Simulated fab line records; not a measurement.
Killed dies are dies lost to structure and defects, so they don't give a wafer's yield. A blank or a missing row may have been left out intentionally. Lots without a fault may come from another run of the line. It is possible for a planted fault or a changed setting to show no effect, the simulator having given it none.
fab line records	flow rit-cmos
record: lots: 6	wafers: 18	last-day: 7
route steps=202 shown PSD@144 SDANNEAL@153 NSD@158 PLDD@159 NLDD@160 M1@202
lots that met no fault: taken from a fault-free run of the same line
start-h: hours from the record's opening day to when the first of the lot's shown wafers began	wait-h: hours from the lot's prior step to this one	" unchanged from the row above	L1.1+2: one row covering several wafers at once	- no value, or no start given	* or withheld: withheld	< > ~ a bound
route shown NAME@n: NAME is a module with steps in the file, n the number in the route of the first one	usual: mean/standard deviation taken from wafers without a fault	same: alike in all rows	chamber/n: place in a boat	sites: each site's reading	_std_site: their standard deviation	_edge_site: mean of outer sites minus mean of inner sites	radius-mm: for every site, how far away it sits from the centre of the wafer	mask NAME#n: copy n	behind: tool/chamber where the wafer was last shaped	hold: why the lot went on hold/how many hours it stayed there/how the hold came to an end	device: the transistor (n, p or np) that didn't switch	end of line: tests of these same wafers at the route's end	a step without rows: its recipe alone	killed: count of dies lost to structure and defects at first sort (not the wafer's yield)	map: the dies of a wafer, with x for killed, . for not killed, _ for no die there
set.NAME: the setting that was run; set.NAME@STEP: the one run at that earlier step	model.NAME: the simulator's own value behind a step, which no gauge read
lots at selected steps of the route; one table per step, one row per wafer
services: a tool's chamber out of use, with start hour (start-h, from the record's first day; less than 0 if before it), hours out, and reason
== steps ==
step: RIT_PSD_SOFTBAKE_02
recipe: resist: NOVOLAK	temp-c: 90	time-s: 59.03
step: RIT_PSD_EXPOSE_03
recipe: mask-id: M10	na: 0.57	target-cd-nm: 40900	dose-mj: 250
step: RIT_PSD_PEB_04
recipe: resist: NOVOLAK	temp-c: withheld	time-s: withheld
step: RIT_PSD_DEVELOP_05
recipe: resist: NOVOLAK	develop-time-s: 50	dev-temp-c: 23
step: RIT_PSD_OVL_MEAS_06
usual: PSD_OVL: 0.6/1.4
lot.wafer	tool	chamber	start-h	wait-h	PSD_OVL[nm]
L315.2	overlay-02	-	49.73	-	-0.5
L315.3	"	-	"	"	-1.6
L315.6	"	-	"	"	-0.4
L317.1	overlay-02	-	60.33	-	3.3
L317.2	"	-	"	"	2.5
L317.5	"	-	"	"	1.8
L330.1	overlay-01	-	124.11	-	-1.8
L330.4	"	-	"	"	-0.3
L330.6	"	-	"	"	-1.6
L331.1	overlay-01	-	127.63	-	0.4
L331.4	"	-	"	"	-0.7
L331.5	"	-	"	"	2.5
L332.2	overlay-02	-	134.08	-	3.1
L332.3	"	-	"	"	3.1
L332.4	"	-	"	"	3.2
L337.2	overlay-02	-	158.18	-	0.2
L337.3	"	-	"	"	0.4
L337.5	"	-	"	"	0.0
step: RIT_PSD_HARDBAKE_07
recipe: resist: NOVOLAK	temp-c: 140	time-s: 60
step: RIT_PSD_IMPLANT_08
recipe: species: BF2	energy-kev: 27	dose-cm2: 5e+15	tilt-deg: 7
step: RIT_PSD_STRIP_09
recipe: chemistry: O2	time-s: 180	resist: NOVOLAK	platen-temp-c: withheld	power-w: 500	pressure-mtorr: 4000	o2-flow-sccm: 4000
usual: drypump-motor-current-A: 5.5/0.38
same: time-s: 180
lot.wafer	tool	chamber	start-h	wait-h	drypump-motor-current-A	rf-hours-counter-h
L315.2	plasma-asher-01	0	50.06	0.1	6.2	41
L315.3	"	1	"	"	4.8	-
L315.6	"	1	"	"	4.8	-
L317.1	plasma-asher-03	1	60.66	0.1	5.7	41
L317.2	"	0	"	"	5.8	41
L317.5	"	0	"	"	5.8	-
L330.1	plasma-asher-04	0	124.45	0.1	5.2	35
L330.4	"	0	"	"	5.2	-
L330.6	"	1	"	"	5.6	-
L331.1	plasma-asher-03	1	127.97	0.1	5.7	49
L331.4	"	1	"	"	5.7	-
L331.5	"	1	"	"	5.7	-
L332.2	plasma-asher-04	0	134.41	0.1	5.2	36
L332.3	"	0	"	"	5.2	-
L332.4	"	1	"	"	5.5	-
L337.2	plasma-asher-03	1	158.51	0.1	5.7	52
L337.3	"	0	"	"	5.7	-
L337.5	"	0	"	"	5.8	-
step: RIT_PSD_TW_MEAS_10
usual: PSD_TW: 3432/59
lot.wafer	tool	chamber	start-h	wait-h	PSD_TW
L315.2	film-metro-01	-	50.25	0.1	3369
L315.3	"	-	"	"	3372
L315.6	"	-	"	"	3371
L317.1	film-metro-01	-	60.84	0.1	3397
L317.2	"	-	"	"	3376
L317.5	"	-	"	"	3377
L330.1	film-metro-01	-	124.63	0.1	3393
L330.4	"	-	"	"	3408
L330.6	"	-	"	"	3374
L331.1	film-metro-01	-	128.14	0.1	3393
L331.4	"	-	"	"	3395
L331.5	"	-	"	"	3387
L332.2	film-metro-03	-	134.59	0.1	3522
L332.3	"	-	"	"	3521
L332.4	"	-	"	"	3534
L337.2	film-metro-01	-	158.70	0.1	3374
L337.3	"	-	"	"	3383
L337.5	"	-	"	"	3396
step: RIT_SDANNEAL_CLEAN_00
recipe: chemistry: SC1	mix: 3:3:50	time-s: 600	temp-c: 75
step: RIT_SDANNEAL_CLEAN_01
recipe: chemistry: dHF	dilution: 50:1	time-s: 30
step: RIT_SDANNEAL_CLEAN_02
recipe: chemistry: SC2	mix: 3:3:50	time-s: 600	temp-c: 75	dry: n2-spin
step: RIT_SDANNEAL_RTA_03
recipe: temp-c: 1050	time-s: 5	idle-temp-c: 600	ramp-up-c-per-s: 342	ramp-down-c-per-s: 171	cool-to-c: 600	ambient: N2
usual: ramp-down-c-per-s: 171.00/0.034	wafer_temp_C_max: 1053.5/1.2
same: time-s: 5
lot.wafer	tool	chamber	start-h	wait-h	ramp-down-c-per-s	wafer_temp_C_max
L315.2	rtp-anneal-02	0	50.69	0.0	171.01	1053.9
L315.3	"	0	"	"	170.99	1054.9
L315.6	"	0	"	"	170.99	1054.3
L317.1	rtp-anneal-02	0	61.44	0.0	170.97	1054.3
L317.2	"	0	"	"	171.01	1052.1
L317.5	"	0	"	"	171.03	1053.7
L330.1	rtp-anneal-02	0	125.07	0.0	171.00	1052.4
L330.4	"	0	"	"	171.05	1051.8
L330.6	"	0	"	"	171.05	1054.9
L331.1	rtp-anneal-01	0	128.57	0.0	170.99	1052.3
L331.4	"	0	"	"	170.95	1052.7
L331.5	"	0	"	"	171.00	1053.5
L332.2	rtp-anneal-02	0	135.02	0.0	171.00	1055.5
L332.3	"	0	"	"	170.95	1052.8
L332.4	"	0	"	"	171.02	1054.0
L337.2	rtp-anneal-01	0	159.14	0.0	171.06	1052.3
L337.3	"	0	"	"	171.06	1052.3
L337.5	"	0	"	"	170.98	1052.6
step: RIT_SDANNEAL_RS_MEAS_04
recipe: thk-meas-gauge: four-point-probe
usual: PSD_RS: 115.98/0.29
lot.wafer	tool	chamber	start-h	wait-h	PSD_RS[ohm/sq]
L315.2	film-metro-02	-	50.76	0.1	116.28
L315.3	"	-	"	"	116.62
L315.6	"	-	"	"	116.52
L317.1	film-metro-01	-	61.50	0.0	116.02
L317.2	"	-	"	"	116.38
L317.5	"	-	"	"	115.54
L330.1	film-metro-02	-	125.13	0.0	128.35
L330.4	"	-	"	"	128.18
L330.6	"	-	"	"	128.23
L331.1	film-metro-01	-	128.63	0.0	115.77
L331.4	"	-	"	"	116.05
L331.5	"	-	"	"	115.90
L332.2	film-metro-02	-	135.12	0.1	127.29
L332.3	"	-	"	"	127.72
L332.4	"	-	"	"	127.81
L337.2	film-metro-02	-	159.21	0.1	116.46
L337.3	"	-	"	"	116.25
L337.5	"	-	"	"	116.34
step: RIT_SDANNEAL_RS_MEAS_05
recipe: thk-meas-gauge: four-point-probe
usual: NSD_RS: 84.61/0.28
lot.wafer	tool	chamber	start-h	wait-h	NSD_RS[ohm/sq]
L315.2	film-metro-02	-	50.88	0.1	85.09
L315.3	"	-	"	"	84.93
L315.6	"	-	"	"	84.89
L317.1	film-metro-01	-	61.62	0.1	84.30
L317.2	"	-	"	"	84.14
L317.5	"	-	"	"	84.19
L330.1	film-metro-02	-	125.25	0.1	84.92
L330.4	"	-	"	"	85.28
L330.6	"	-	"	"	85.11
L331.1	film-metro-01	-	128.75	0.1	84.58
L331.4	"	-	"	"	84.59
L331.5	"	-	"	"	84.62
L332.2	film-metro-02	-	135.24	0.1	85.54
L332.3	"	-	"	"	85.47
L332.4	"	-	"	"	85.23
L337.2	film-metro-02	-	159.33	0.1	84.79
L337.3	"	-	"	"	84.46
L337.5	"	-	"	"	84.59
step: RIT_SDANNEAL_RS_MEAS_06
recipe: thk-meas-gauge: four-point-probe
usual: PLDD_RS: 178.8/0.5
lot.wafer	tool	chamber	start-h	wait-h	PLDD_RS[ohm/sq]
L315.2	film-metro-02	-	51.00	0.1	179.1
L315.3	"	-	"	"	179.0
L315.6	"	-	"	"	179.7
L317.1	film-metro-01	-	61.74	0.1	179.9
L317.2	"	-	"	"	179.3
L317.5	"	-	"	"	178.7
L330.1	film-metro-02	-	125.37	0.1	191.2
L330.4	"	-	"	"	191.5
L330.6	"	-	"	"	191.7
L331.1	film-metro-01	-	128.87	0.1	178.7
L331.4	"	-	"	"	179.0
L331.5	"	-	"	"	178.6
L332.2	film-metro-02	-	135.36	0.1	189.9
L332.3	"	-	"	"	190.8
L332.4	"	-	"	"	191.1
L337.2	film-metro-02	-	159.45	0.1	178.7
L337.3	"	-	"	"	179.0
L337.5	"	-	"	"	178.4
step: RIT_SDANNEAL_RS_MEAS_07
recipe: thk-meas-gauge: four-point-probe
usual: NLDD_RS: 151.6/0.5
lot.wafer	tool	chamber	start-h	wait-h	NLDD_RS[ohm/sq]
L315.2	film-metro-02	-	51.12	0.1	152.4
L315.3	"	-	"	"	152.1
L315.6	"	-	"	"	152.7
L317.1	film-metro-01	-	61.86	0.1	151.5
L317.2	"	-	"	"	151.6
L317.5	"	-	"	"	152.0
L330.1	film-metro-02	-	125.49	0.1	152.2
L330.4	"	-	"	"	151.9
L330.6	"	-	"	"	152.0
L331.1	film-metro-01	-	128.99	0.1	150.8
L331.4	"	-	"	"	151.2
L331.5	"	-	"	"	151.1
L332.2	film-metro-02	-	135.48	0.1	152.4
L332.3	"	-	"	"	152.3
L332.4	"	-	"	"	151.9
L337.2	film-metro-02	-	159.57	0.1	151.6
L337.3	"	-	"	"	152.0
L337.5	"	-	"	"	151.4
step: RIT_M1_PROBE_99
usual: killed-at-front-end: 6.9/3	killed-dies: 6.9/3	killed-open: 3.5/2	killed-short: 3.4/2.1
same: gross-dies: 264	killed_at_M0_to_M3: 0	killed_at_M4_up: 0	killed-at-back-side: 0	killed-at-contacts: 0	killed-at-other: 0
lot.wafer	tool	chamber	start-h	wait-h	killed-at-front-end	killed-dies	killed-open	killed-short	model.etest.pmos-turned.r-on-ohm-um	model.etest.pmos_0p3.r-on-ohm-um	model.etest.pmos_0p15.r-on-ohm-um	model.etest.pmos-turned.drive-ua-um	model.etest.pmos_0p15.drive-ua-um	model.etest.pmos-narrow.drive-ua-um	model.etest.pmos_0p3.drive-ua-um	model.etest.contact-pplus.end-ohm-um
L315.2	prober-01	-	59.24	0.1	11	11	3	8	3409	6216	2787	194.7	257.3	105.4	103.1	44.81
L315.3	prober-01	-	59.29	0.2	19	19	9	10	3314	6117	2678	199.8	265.5	105.3	105.2	45.04
L315.6	prober-01	-	59.44	0.2	14	14	6	8	3430	6220	2781	193.7	258	105.4	103	44.09
L317.1	prober-01	-	69.63	0.1	4	4	2	2	3519	6365	2860	186.4	244.2	101.3	98.55	43.03
L317.2	prober-01	-	69.68	0.1	3	3	1	2	3417	6283	2786	191.3	250.7	103.6	100.7	45.28
L317.5	prober-01	-	69.83	0.2	5	5	3	2	3466	6352	2798	185.8	245.7	99.08	97.54	44.99
L330.1	prober-02	-	132.49	0.1	3	3	0	3	3606	6388	2811	174.9	247.5	103.7	98.64	49.92
L330.4	prober-02	-	132.64	0.2	6	6	2	4	3576	6433	2780	175.3	255.9	102.2	100	48.19
L330.6	prober-02	-	132.74	0.2	6	6	5	1	3628	6508	2851	174.3	246.6	100.6	97.01	48.66
L331.1	prober-01	-	136.20	0.1	7	7	3	4	3428	6165	2686	187.1	264.5	106.7	104.4	42.96
L331.4	prober-01	-	136.35	0.2	7	7	5	2	3359	6085	2619	190.6	274.3	111.5	106.1	43.29
L331.5	prober-01	-	136.40	0.2	6	6	2	4	3461	6231	2721	181.9	263.1	107.8	103.3	42.97
L332.2	prober-02	-	142.69	0.1	12	12	8	4	3931	6611	3022	153.5	233.9	97.18	94.81	50.04
L332.3	prober-02	-	142.74	0.2	10	10	2	8	3957	6660	3072	153.5	230	97.94	95.13	48.84
L332.4	prober-02	-	142.79	0.2	3	3	2	1	3910	6639	3045	156	233.2	97.45	95.47	49.91
L337.2	prober-01	-	166.62	0.1	7	7	5	2	3836	6650	3060	166.1	227.8	96.52	94.2	43.98
L337.3	prober-01	-	166.67	0.2	9	9	5	4	3758	6605	3039	169.7	230.4	98.78	94.88	44.37
L337.5	prober-01	-	166.77	0.2	3	3	2	1	3735	6612	3010	171.2	228.7	98.02	94.64	43.14
killed by level:class
L315.2 GATE:geometric-particle:short=5 FOX2:geometric-particle:short=2 GATE:geometric-particle:open=2 FOX1:geometric-particle:short=1 SPACER:geometric-particle:open=1
L315.3 GATE:geometric-particle:open=5 FOX1:geometric-particle:short=4 GATE:geometric-particle:short=4 FOX1:geometric-particle:open=1 FOX2:geometric-particle:short=1 FOX2:geometric-particle:open=1 REOX:geometric-particle:open=1 SPACER:geometric-particle:short=1
L315.6 SPACER:geometric-particle:short=4 GATE:geometric-particle:short=3 FOX1:geometric-particle:open=2 GATE:geometric-particle:open=2 FOX1:geometric-particle:short=1 REOX:geometric-particle:open=1 SPACER:geometric-particle:open=1
L317.1 GATE:geometric-particle:open=1 GATE:geometric-particle:short=1 REOX:geometric-particle:open=1 SILICIDE:geometric-particle:short=1
L317.2 FOX2:geometric-particle:short=1 REOX:geometric-particle:short=1 SPACER:geometric-particle:open=1
L317.5 ACTIVE:geometric-particle:open=1 FOX1:geometric-particle:short=1 GATE:geometric-particle:short=1 GATE:geometric-particle:open=1 SILICIDE:geometric-particle:open=1
L330.1 FOX2:geometric-particle:short=1 REOX:geometric-particle:short=1 SPACER:geometric-particle:short=1
L330.4 REOX:geometric-particle:short=2 FOX1:geometric-particle:short=1 GATE:geometric-particle:short=1 GATE:geometric-particle:open=1 REOX:geometric-particle:open=1
L330.6 SILICIDE:geometric-particle:open=3 FOX2:geometric-particle:open=1 GATE:geometric-particle:open=1 REOX:geometric-particle:short=1
L331.1 SPACER:geometric-particle:short=2 GATE:geometric-particle:short=1 GATE:geometric-particle:open=1 SPACER:geometric-particle:open=1 SILICIDE:geometric-particle:short=1 SILICIDE:geometric-particle:open=1
L331.4 GATE:geometric-particle:open=4 FOX1:geometric-particle:short=1 REOX:geometric-particle:short=1 SILICIDE:geometric-particle:open=1
L331.5 GATE:geometric-particle:short=2 SPACER:geometric-particle:open=2 SILICIDE:geometric-particle:short=2
L332.2 FOX1:geometric-particle:short=2 FOX2:geometric-particle:open=2 GATE:geometric-particle:short=2 GATE:geometric-particle:open=2 REOX:geometric-particle:open=2 SPACER:geometric-particle:open=2
L332.3 FOX1:geometric-particle:short=3 GATE:geometric-particle:short=3 GATE:geometric-particle:open=2 FOX2:geometric-particle:short=1 REOX:geometric-particle:short=1
L332.4 GATE:geometric-particle:open=1 REOX:geometric-particle:short=1 REOX:geometric-particle:open=1
L337.2 GATE:geometric-particle:open=2 SILICIDE:geometric-particle:open=2 FOX1:geometric-particle:open=1 FOX2:geometric-particle:short=1 SILICIDE:geometric-particle:short=1
L337.3 FOX1:geometric-particle:short=3 FOX1:geometric-particle:open=2 FOX2:geometric-particle:open=1 GATE:geometric-particle:short=1 SPACER:geometric-particle:open=1 STARTING-WAFER:geometric-particle:open=1
L337.5 FOX2:geometric-particle:open=1 SPACER:geometric-particle:open=1 SPACER:geometric-particle:short=1
== services ==
tool	chamber	start-h	hours	kind
plasma-asher-03	-	61.16	2.7	repair
plasma-asher-01	-	74.99	3.2	repair
plasma-asher-01	-	90.39	5.1	repair
rtp-anneal-02	-	115.26	4.0	pm
plasma-asher-01	-	115.79	4.3	repair
== key ==
first-sign: step: RIT_SDANNEAL_RS_MEAS_04	reading: PSD_RS	direction: up	sigmas: 41	usual: 115.98	struck: 127.93
effect: step: RIT_SDANNEAL_RS_MEAS_05	reading: NSD_RS	direction: up	sigmas: 2.3	usual: 84.61	struck: 85.26
effect: step: RIT_SDANNEAL_RS_MEAS_06	reading: PLDD_RS	direction: up	sigmas: 24	usual: 178.8	struck: 191.0
model-effect: step: RIT_M1_PROBE_99	value: etest.pmos-turned.r-on-ohm-um	without: 3354	struck: 3768
met-at RIT_SDANNEAL_RTA_03
struck-wafers L330.1,L330.4,L330.6,L332.2,L332.3,L332.4
tester-left-out L330,L332
onset-between 61.44 125.07
also-fits RIT_PSD_STRIP_09:plasma-asher-04
fault: kind: process-parameter-drift	tool: rtp-anneal-02	chamber: -	onset-h: 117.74	steps: RIT_SDANNEAL_RTA_03	channel: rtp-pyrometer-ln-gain	offset: 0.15	shape: step	end-h: 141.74
tester-left-out: of these lots the tester's yield and bins aren't shown, on N5 and GAA mostly nor the transistor test; their killed dies are dies lost to structure and defects alone, not to doping, threshold or leakage, so they don't give the yield
